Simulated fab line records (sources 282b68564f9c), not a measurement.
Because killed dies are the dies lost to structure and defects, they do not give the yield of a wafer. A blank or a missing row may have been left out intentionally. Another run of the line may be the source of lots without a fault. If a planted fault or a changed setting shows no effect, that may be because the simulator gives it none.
The tool behind it: which one? / flow rit_cmos / 14 lots, 42 wafers sampled, at 2 steps of a route of 202

WHAT THE GAUGES SHOWED, per wafer
Not one reading of a measure or inspect step in the record can be checked against a usual standard deviation.

WHICH TOOL RAN EACH LOT (tool, then ch and the chambers of the sampled wafers, then the start)
lot=L439; RIT_PSD_STRIP_09=plasma_asher-01 ch 0,1, day 3 06:39; RIT_M1_PROBE_99=prober-02, day 3 15:40
lot=L440; RIT_PSD_STRIP_09=plasma_asher-03 ch 0,1, day 3 15:59; RIT_M1_PROBE_99=prober-01, day 4 01:43
lot=L443; RIT_PSD_STRIP_09=plasma_asher-03 ch 0,1, day 4 05:20; RIT_M1_PROBE_99=prober-01, day 4 13:44
lot=L444; RIT_PSD_STRIP_09=plasma_asher-02 ch 0,1, day 4 08:25; RIT_M1_PROBE_99=prober-02, day 4 16:49
lot=L445; RIT_PSD_STRIP_09=plasma_asher-02 ch 0,1, day 4 12:35; RIT_M1_PROBE_99=prober-01, day 4 20:56
lot=L446; RIT_PSD_STRIP_09=plasma_asher-01 ch 0,1, day 4 19:01; RIT_M1_PROBE_99=prober-02, day 5 03:32
lot=L447; RIT_PSD_STRIP_09=plasma_asher-02 ch 0,1, day 4 22:04; RIT_M1_PROBE_99=prober-01, day 5 07:08
lot=L449; RIT_PSD_STRIP_09=plasma_asher-02 ch 0,1, day 5 11:41; RIT_M1_PROBE_99=prober-01, day 5 19:47
lot=L450; RIT_PSD_STRIP_09=plasma_asher-01 ch 0,1, day 5 15:47; RIT_M1_PROBE_99=prober-02, day 6 00:08
lot=L455; RIT_PSD_STRIP_09=plasma_asher-01 ch 0,1, day 6 12:47; RIT_M1_PROBE_99=prober-01, day 6 20:55
lot=L456; RIT_PSD_STRIP_09=plasma_asher-03 ch 0,1, day 7 00:28; RIT_M1_PROBE_99=prober-02, day 7 09:35
lot=L457; RIT_PSD_STRIP_09=plasma_asher-03 ch 0,1, day 7 01:56; RIT_M1_PROBE_99=prober-01, day 7 10:53
lot=L460; RIT_PSD_STRIP_09=plasma_asher-02 ch 0,1, day 7 15:49; RIT_M1_PROBE_99=prober-02, day 7 23:55
lot=L461; RIT_PSD_STRIP_09=plasma_asher-02 ch 0,1, day 7 21:03; RIT_M1_PROBE_99=prober-01, day 8 05:03
- RIT_PSD_STRIP_09: strips in O2, time 180 s.
- RIT_M1_PROBE_99

WHAT THE TOOLS THEMSELVES READ (means of the sampled wafers that have a number; where no wafer has one, the mark that the record gives instead)
RIT_PSD_STRIP_09. Usual: drypump_motor_current_A reads 5.4 A (standard deviation 0.44).
lot=L439; tool=plasma_asher-01; drypump_motor_current_A (A)=5.1; flag=
lot=L440; tool=plasma_asher-03; drypump_motor_current_A (A)=5.5; flag=
lot=L443; tool=plasma_asher-03; drypump_motor_current_A (A)=5.1; flag=
lot=L444; tool=plasma_asher-02; drypump_motor_current_A (A)=5.6; flag=
lot=L445; tool=plasma_asher-02; drypump_motor_current_A (A)=5.6; flag=
lot=L446; tool=plasma_asher-01; drypump_motor_current_A (A)=5.5; flag=
lot=L447; tool=plasma_asher-02; drypump_motor_current_A (A)=5.6; flag=
lot=L449; tool=plasma_asher-02; drypump_motor_current_A (A)=5.4; flag=
lot=L450; tool=plasma_asher-01; drypump_motor_current_A (A)=5.5; flag=
lot=L455; tool=plasma_asher-01; drypump_motor_current_A (A)=5.5; flag=
lot=L456; tool=plasma_asher-03; drypump_motor_current_A (A)=5.4; flag=
lot=L457; tool=plasma_asher-03; drypump_motor_current_A (A)=5.4; flag=
lot=L460; tool=plasma_asher-02; drypump_motor_current_A (A)=5.4; flag=
lot=L461; tool=plasma_asher-02; drypump_motor_current_A (A)=5.4; flag=

RIT_M1_PROBE_99. Usual: killed_at_contacts 0.1, standard deviation 0.31; killed_at_front_end 7, standard deviation 3.2; killed_dies 7, standard deviation 3.2; killed_on_rim 1.8, standard deviation 1.3; killed_open 3.6, standard deviation 2.1; killed_short 3.5, standard deviation 2.1.
lot=L439 tool=prober-02 killed_at_contacts=0.0 killed_at_front_end=4 killed_dies=4 killed_on_rim=0.7 killed_open=1.7 killed_short=2.0 flag=
lot=L440 tool=prober-01 killed_at_contacts=0.0 killed_at_front_end=12 killed_dies=12 killed_on_rim=2.7 killed_open=5.7 killed_short=5.7 flag=
lot=L443 tool=prober-01 killed_at_contacts=0.0 killed_at_front_end=6 killed_dies=6 killed_on_rim=2.3 killed_open=3.3 killed_short=2.7 flag=
lot=L444 tool=prober-02 killed_at_contacts=0.0 killed_at_front_end=4 killed_dies=4 killed_on_rim=1.3 killed_open=1.7 killed_short=2.3 flag=
lot=L445 tool=prober-01 killed_at_contacts=0.0 killed_at_front_end=7 killed_dies=7 killed_on_rim=2.3 killed_open=3.7 killed_short=3.3 flag=
lot=L446 tool=prober-02 killed_at_contacts=0.0 killed_at_front_end=11 killed_dies=11 killed_on_rim=2.0 killed_open=6.7 killed_short=4.0 flag=
lot=L447 tool=prober-01 killed_at_contacts=0.0 killed_at_front_end=37 killed_dies=37 killed_on_rim=7.0 killed_open=3.3 killed_short=2.0 flag=OFF
lot=L449 tool=prober-01 killed_at_contacts=0.0 killed_at_front_end=42 killed_dies=42 killed_on_rim=4.7 killed_open=3.3 killed_short=1.7 flag=OFF
lot=L450 tool=prober-02 killed_at_contacts=0.0 killed_at_front_end=7 killed_dies=7 killed_on_rim=1.3 killed_open=3.7 killed_short=3.3 flag=
lot=L455 tool=prober-01 killed_at_contacts=0.0 killed_at_front_end=6 killed_dies=6 killed_on_rim=1.3 killed_open=4.0 killed_short=2.3 flag=
lot=L456 tool=prober-02 killed_at_contacts=0.0 killed_at_front_end=7 killed_dies=7 killed_on_rim=1.0 killed_open=2.7 killed_short=4.7 flag=
lot=L457 tool=prober-01 killed_at_contacts=0.0 killed_at_front_end=8 killed_dies=8 killed_on_rim=2.3 killed_open=4.7 killed_short=3.7 flag=
lot=L460 tool=prober-02 killed_at_contacts=0.3 killed_at_front_end=5 killed_dies=5 killed_on_rim=0.7 killed_open=2.7 killed_short=2.3 flag=
lot=L461 tool=prober-01 killed_at_contacts=0.3 killed_at_front_end=10 killed_dies=10 killed_on_rim=3.3 killed_open=6.0 killed_short=4.0 flag=

THE ANSWER, worked out from the rows above alone
Rule: take the mean of a lot's wafers that have a number; if it is more than 3 standard deviations from the usual mean, the lot is off. A lot without any number at a reading at which 4 lots or more have one is off too. Where the step has rows for the other lots, those lots are counted as sound. First the gauges in route order, then the tools' own readings, where a lot's mean is used as printed above. The first step at which some lot is off is used, and at that step the reading that is off furthest; a lot without a number counts as furthest.
Off: L447, L449, at RIT_M1_PROBE_99 (killed_at_front_end).
If a tool, at that step or one of the process steps before it, ran each lot that is off and ran no sound lot following the first of them, it fits. Not one of the candidates tried fits.

WHAT THE SIMULATOR PUT IN
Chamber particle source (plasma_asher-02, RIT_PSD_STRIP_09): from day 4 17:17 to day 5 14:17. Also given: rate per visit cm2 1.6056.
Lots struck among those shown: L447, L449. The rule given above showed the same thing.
